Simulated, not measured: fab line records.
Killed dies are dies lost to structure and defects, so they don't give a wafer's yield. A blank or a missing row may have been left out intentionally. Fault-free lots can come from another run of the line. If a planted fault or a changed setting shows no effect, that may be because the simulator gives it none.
The tool behind it: which one? + flow rit cmos + 15 lots with 45 wafers sampled at 5 steps, on a route of 202 steps

== WHAT EACH GAUGE READ, for each wafer ==
RIT_ACTIVE_THK_MEAS_04.
| lot  | measured    | on            | ACTIVE_NITRIDE_THK (nm) |
|------|-------------|---------------|-------------------------|
| L357 | day 1 14:30 | film metro-04 | 151.4 151.5 150.9       |
| L358 | day 1 19:37 | film metro-01 | 150.5 150.0 149.1       |
| L361 | day 2 10:05 | film metro-04 | 148.0 149.3 148.3       |
| L362 | day 2 14:32 | film metro-01 | 149.7 149.3 149.4       |
| L365 | day 3 07:10 | film metro-02 | 149.6 148.9 148.2       |
| L366 | day 3 11:58 | film metro-01 | 149.8 149.7 150.1       |
| L367 | day 3 15:46 | film metro-04 | 150.5 151.1 150.4       |
| L370 | day 4 06:38 | film metro-02 | 150.2 150.5 151.4       |
| L372 | day 4 16:56 | film metro-02 | 151.1 150.1 149.8       |
| L373 | day 4 21:40 | film metro-01 | 150.6 151.7 151.5       |
| L374 | day 5 03:32 | film metro-01 | 151.4 149.8 151.8       |
| L376 | day 5 12:32 | film metro-04 | 149.4 149.9 149.9       |
| L377 | day 5 18:42 | film metro-04 | 151.2 150.1 151.2       |
| L379 | day 6 03:32 | film metro-01 | 153.4 153.1 151.2       |
| L380 | day 6 09:05 | film metro-02 | 151.1 149.2 150.8       |

RIT_WELLDRIVE_RS_MEAS_01: uses a four-point probe to measure.
| lot  | measured    | on            | NWELL_RS (ohm/sq) |
|------|-------------|---------------|-------------------|
| L357 | day 2 05:23 | film metro-03 | 276.8 277.1 277.1 |
| L358 | day 2 10:10 | film metro-01 | 276.4 276.7 277.0 |
| L361 | day 3 02:41 | film metro-03 | 275.0 276.1 275.4 |
| L362 | day 3 08:35 | film metro-03 | 275.6 276.0 275.6 |
| L365 | day 3 21:36 | film metro-01 | 275.9 276.5 275.6 |
| L366 | day 4 04:25 | film metro-01 | 277.6 276.8 276.5 |
| L367 | day 4 09:20 | film metro-01 | 275.7 276.1 274.9 |
| L370 | day 5 02:35 | film metro-01 | 275.7 274.6 275.3 |
| L372 | day 5 10:16 | film metro-01 | 276.2 276.3 276.1 |
| L373 | day 5 15:17 | film metro-03 | 275.3 276.6 276.5 |
| L374 | day 5 17:44 | film metro-03 | 275.7 275.7 275.0 |
| L376 | day 6 05:31 | film metro-03 | 276.0 276.5 277.0 |
| L377 | day 6 10:36 | film metro-04 | 275.6 276.0 275.7 |
| L379 | day 6 21:12 | film metro-03 | 275.6 275.4 275.8 |
| L380 | day 7 03:35 | film metro-03 | 275.3 275.2 275.3 |

RIT_GATE_THK_MEAS_09.
| lot  | measured    | on            | GATE_POLY_THK (nm) |
|------|-------------|---------------|--------------------|
| L357 | day 2 12:19 | film metro-04 | 251.9 250.0 251.6  |
| L358 | day 2 18:26 | film metro-04 | 249.7 249.3 247.6  |
| L361 | day 3 10:35 | film metro-03 | 250.1 250.4 252.6  |
| L362 | day 3 16:12 | film metro-04 | 250.6 249.5 251.5  |
| L365 | day 4 05:00 | film metro-02 | 255.0 256.1 256.5  |
| L366 | day 4 14:06 | film metro-04 | 250.6 249.8 249.3  |
| L367 | day 4 18:19 | film metro-02 | 253.2 253.9 251.8  |
| L370 | day 5 10:24 | film metro-04 | 249.9 251.0 249.3  |
| L372 | day 5 19:41 | film metro-03 | 251.6 251.9 250.6  |
| L373 | day 5 23:53 | film metro-04 | 251.8 250.2 252.5  |
| L374 | day 6 01:31 | film metro-02 | 250.5 247.2 250.4  |
| L376 | day 6 15:55 | film metro-02 | 250.2 248.2 249.1  |
| L377 | day 6 17:26 | film metro-03 | 251.7 251.6 250.0  |
| L379 | day 7 06:21 | film metro-04 | 255.2 256.0 256.4  |
| L380 | day 7 13:29 | film metro-03 | 249.1 248.1 248.8  |

RIT_NLDD_OVL_MEAS_06.
| lot  | measured    | on         | NLDD_OVL (nm)        |
|------|-------------|------------|----------------------|
| L357 | day 2 19:43 | overlay-02 | 0.1 -0.7 -0.6        |
| L358 | day 3 00:11 | overlay-01 | -1.8 -3.0 -2.8       |
| L361 | day 3 17:16 | overlay-01 | -0.5 -0.5 0.1        |
| L362 | day 4 00:15 | overlay-01 | 0.7 0.3 -0.5         |
| L365 | day 4 11:47 | overlay-01 | 0.9 -1.3 1.8         |
| L366 | day 4 20:05 | overlay-01 | 2.2 2.5 3.0          |
| L367 | day 4 23:58 | overlay-01 | 2.8 3.7 4.4          |
| L370 | day 5 17:19 | overlay-01 | -1.3 0.8 0.8         |
| L372 | day 6 01:41 | overlay-02 | -3.3 -2.5 -2.5       |
| L373 | day 6 05:31 | overlay-01 | 0.8 1.8 1.1          |
| L374 | day 6 08:06 | overlay-02 | -1.0 -0.7 0.2        |
| L376 | day 6 22:20 | overlay-02 | -299.4 -300.5 -300.1 |
| L377 | day 7 01:00 | overlay-01 | -298.8 -297.0 -298.6 |
| L379 | day 7 12:31 | overlay-02 | -300.4 -299.9 -299.2 |
| L380 | day 7 19:18 | overlay-02 | -3.0 -1.9 -3.2       |

== WHAT TOOL EACH LOT RAN ON (gives the tool, then ch and the chambers of the sampled wafers, and finally the start) ==
| lot  | RIT_NLDD_EXPOSE_03                 |
|------|------------------------------------|
| L357 | iline stepper-02 ch 0, day 2 19:21 |
| L358 | iline stepper-01 ch 0, day 2 23:47 |
| L361 | iline stepper-02 ch 0, day 3 16:52 |
| L362 | iline stepper-02 ch 0, day 3 23:52 |
| L365 | iline stepper-01 ch 0, day 4 11:23 |
| L366 | iline stepper-01 ch 0, day 4 19:41 |
| L367 | iline stepper-01 ch 0, day 4 23:35 |
| L370 | iline stepper-01 ch 0, day 5 16:55 |
| L372 | iline stepper-02 ch 0, day 6 01:20 |
| L373 | iline stepper-02 ch 0, day 6 05:07 |
| L374 | iline stepper-02 ch 0, day 6 07:43 |
| L376 | iline stepper-01 ch 0, day 6 21:56 |
| L377 | iline stepper-01 ch 0, day 7 00:36 |
| L379 | iline stepper-01 ch 0, day 7 12:07 |
| L380 | iline stepper-02 ch 0, day 7 18:55 |
- RIT_NLDD_EXPOSE_03: exposes mask M7, target cd 40700 nm.

== AS READ BY THE TOOLS THEMSELVES (means over the sampled wafers that have a number; for cases with no such wafer, the mark the record gives instead) ==
The record holds no such reading with a usual standard deviation.

== THE ANSWER, worked out from the rows above alone ==
Rule: what is usual is taken from the lots themselves. The widest of any qualifying gaps counts: lots, ordered by their means at a reading, are off when they make up no more than a third of the lots, leave a main group of 4 or more, and stand apart from it by 3 or more times the standard deviation of that group's means. If all means in a main group match to the digits the tables above print for the reading, that group is not used. A lot without any number at a reading at which 4 lots or more have one is off too. The other lots that the step has rows for count as sound. First the gauges in route order, then the tools' own readings, where a lot's mean is used as printed above. The first step at which some lot is off is used, and at that step the reading that is off furthest; a lot without a number counts as furthest.
Off: L376, L377, L379, seen at RIT_NLDD_OVL_MEAS_06 (NLDD_OVL). Mean -0.1 nm and standard deviation 1.9 in the main group.
A tool fits if, at a process step before that reading, it ran every lot that is off, and no sound lot after the first of them. Those tools and the gauges at RIT_NLDD_OVL_MEAS_06 are tried in the same way. One fits: iline stepper-01 at RIT_NLDD_EXPOSE_03. A fault onset in the window from L370 (day 5 16:55, its last sound lot) to L376 (day 6 21:56, its first lot off) fits.

== WHAT HAD BEEN PUT IN BY THE SIMULATOR ==
Scanner matching overlay: iline stepper-01, from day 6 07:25 on, at RIT_NLDD_EXPOSE_03. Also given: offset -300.
Lots struck among those shown: L376, L377, L379. The rule given above showed the same thing.
